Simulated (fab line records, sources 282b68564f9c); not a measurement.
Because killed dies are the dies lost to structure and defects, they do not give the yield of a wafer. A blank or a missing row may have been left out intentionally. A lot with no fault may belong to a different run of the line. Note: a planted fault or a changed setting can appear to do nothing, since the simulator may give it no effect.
Comparing a struck lot with a sound one | flow rit_cmos | 16 steps out of a route of 202
Sound: wafers L415.1, L415.4, L415.5. Struck: wafers L427.3, L427.5, L427.6. The cause comes at the end.
For every step that has rows: the tool of each side, followed by ch and its chambers, followed by its first start. Under that, the readings that differ: sound wafers | struck wafers | difference of the means | sigmas: that difference in standard deviations of wafers without a fault.
alike: words and numbers the same on both sides, and readings whose means are apart by under 2 such deviations; not compared: readings that were withheld, readings missing a value for some wafer, numbers with overlapping values and no deviation given by the record, and bounds like >300 which may hide the same value.
A row with sigmas, a row that says differs or no value, or rows on one side alone: a step with any of these is where the two part. Numbers that don't overlap but have no deviation are shown without sigmas and don't part them. A reading missing from all wafers of one side parts the sides only when that side holds two or more wafers.

first, 4 steps without rows for these wafers: RIT_ACTIVE_SOFTBAKE_07 (time 60 s); RIT_ACTIVE_EXPOSE_08 (exposes mask M1, target cd 1400 nm); RIT_ACTIVE_PEB_09; RIT_ACTIVE_DEVELOP_10 (develop time 50 s).
RIT_ACTIVE_CD_MEAS_11 targets a cd of 1400 nm.
  sound on cd_sem-01, day 3 01:37; struck on cd_sem-01, day 5 13:29
  alike: cd_nm
then, 1 step without rows for these wafers: RIT_ACTIVE_HARDBAKE_12 (time 60 s).
RIT_ACTIVE_ETCH_13: etches Si3N4 in SF6, stops on SiO2, time 210 s, target depth 210 nm.
  sound on rie_diel-04 ch 1,2, day 3 01:53; struck on rie_diel-03 ch 0,2,3, day 5 13:43
  alike: drypump_motor_current_A, oes_product_au, throttle_valve_pct
  not compared: rf_hours_counter_h
RIT_ACTIVE_STRIP_14: strips in O2, time 180 s.
  sound on plasma_asher-02 ch 1, day 3 02:01; struck on plasma_asher-03 ch 0,1, day 5 13:54
  alike: drypump_motor_current_A
  not compared: rf_hours_counter_h
RIT_ACTIVE_CD_MEAS_90 targets a cd of 1400 nm.
  sound on cd_sem-02, day 3 02:11; struck on cd_sem-01, day 5 14:04
  alike: cd_nm
then, 3 steps without rows for these wafers: RIT_ACTIVE_CLEAN_15 (cleans in SC1, time 600 s); RIT_ACTIVE_CLEAN_16 (cleans in dHF, time 30 s); RIT_ACTIVE_CLEAN_17 (cleans in SC2, time 600 s).
RIT_FOX1_OXIDATION_00: target thk 350.7 nm, ox time 1130 s.
  sound on furnace-03 ch 0, day 3 02:53; struck on furnace-03 ch 0, day 5 14:30
  reading                                     | sound                | struck               | difference | sigmas
  spike_tc_centre_C (C)                       | 1102.2 1103.6 1104.5 | 1126.6 1129.6 1128.0 | +24.6      | +22
  spike_tc_load_C (C)                         | 1127.4 1129.6 1128.2 | 1153.6 1154.4 1154.0 | +25.6      | +18
  spike_tc_source_C (C)                       | 1124 1127 1125       | 1148 1150 1150       | +24        | +6
  tube_center_temp_C (C)                      | 1100.2 1099.9 1100.2 | 1125.0 1124.9 1125.0 | +24.9      | +99 or more
  tube_center_temp_C_max                      | 1102.4 1102.9 1102.8 | 1127.5 1128.1 1128.6 | +25.4      | +60
  model.SiO2_of_FOX1_OXIDATION_00.thk_nm (nm) | 353.8 358 357        | 399 395 393.6        | +40        |
RIT_FOX1_THK_MEAS_01:
  sound on film_metro-03, day 3 04:12; struck on film_metro-04, day 5 15:50
  reading             | sound       | struck      | difference | sigmas
  FOX1_OXIDE_THK (nm) | 354 358 357 | 399 395 393 | +39        | +5
then, 1 step without rows for these wafers: RIT_FOX1_WET_ETCH_02 (etches SiO2 in BOE, target depth 350 nm, time 390 s).
RIT_M1_PROBE_99:
  sound on prober-02, day 5 03:52; struck on prober-02, day 7 07:24
  reading                             | sound          | struck         | difference | sigmas
  model.etest.pldd.width_nm (nm)      | 3181 3204 3175 | 3145 3162 3161 | -31        |
  model.etest.nldd.width_nm (nm)      | 3191 3197 3208 | 3156 3141 3159 | -47        |
  model.etest.pplus_sal.width_nm (nm) | 3425 3445 3430 | 3401 3404 3408 | -29        |
  model.etest.nplus_sal.width_nm (nm) | 3436 3448 3420 | 3410 3418 3415 | -20        |
  alike: killed_at_contacts, killed_at_front_end, killed_dies, killed_open, killed_short
  not compared: model.etest.poly_comb_over_steps.leak_log10_a_um

== WHERE THEY PART ==
Earliest at RIT_FOX1_OXIDATION_00; latest, in this record, at RIT_FOX1_THK_MEAS_01. Later steps at which nothing parts them and some readings are alike: RIT_M1_PROBE_99.

WHY: the cause the simulator had injected
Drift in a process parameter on furnace-03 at RIT_FOX1_OXIDATION_00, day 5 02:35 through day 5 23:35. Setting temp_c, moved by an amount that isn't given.
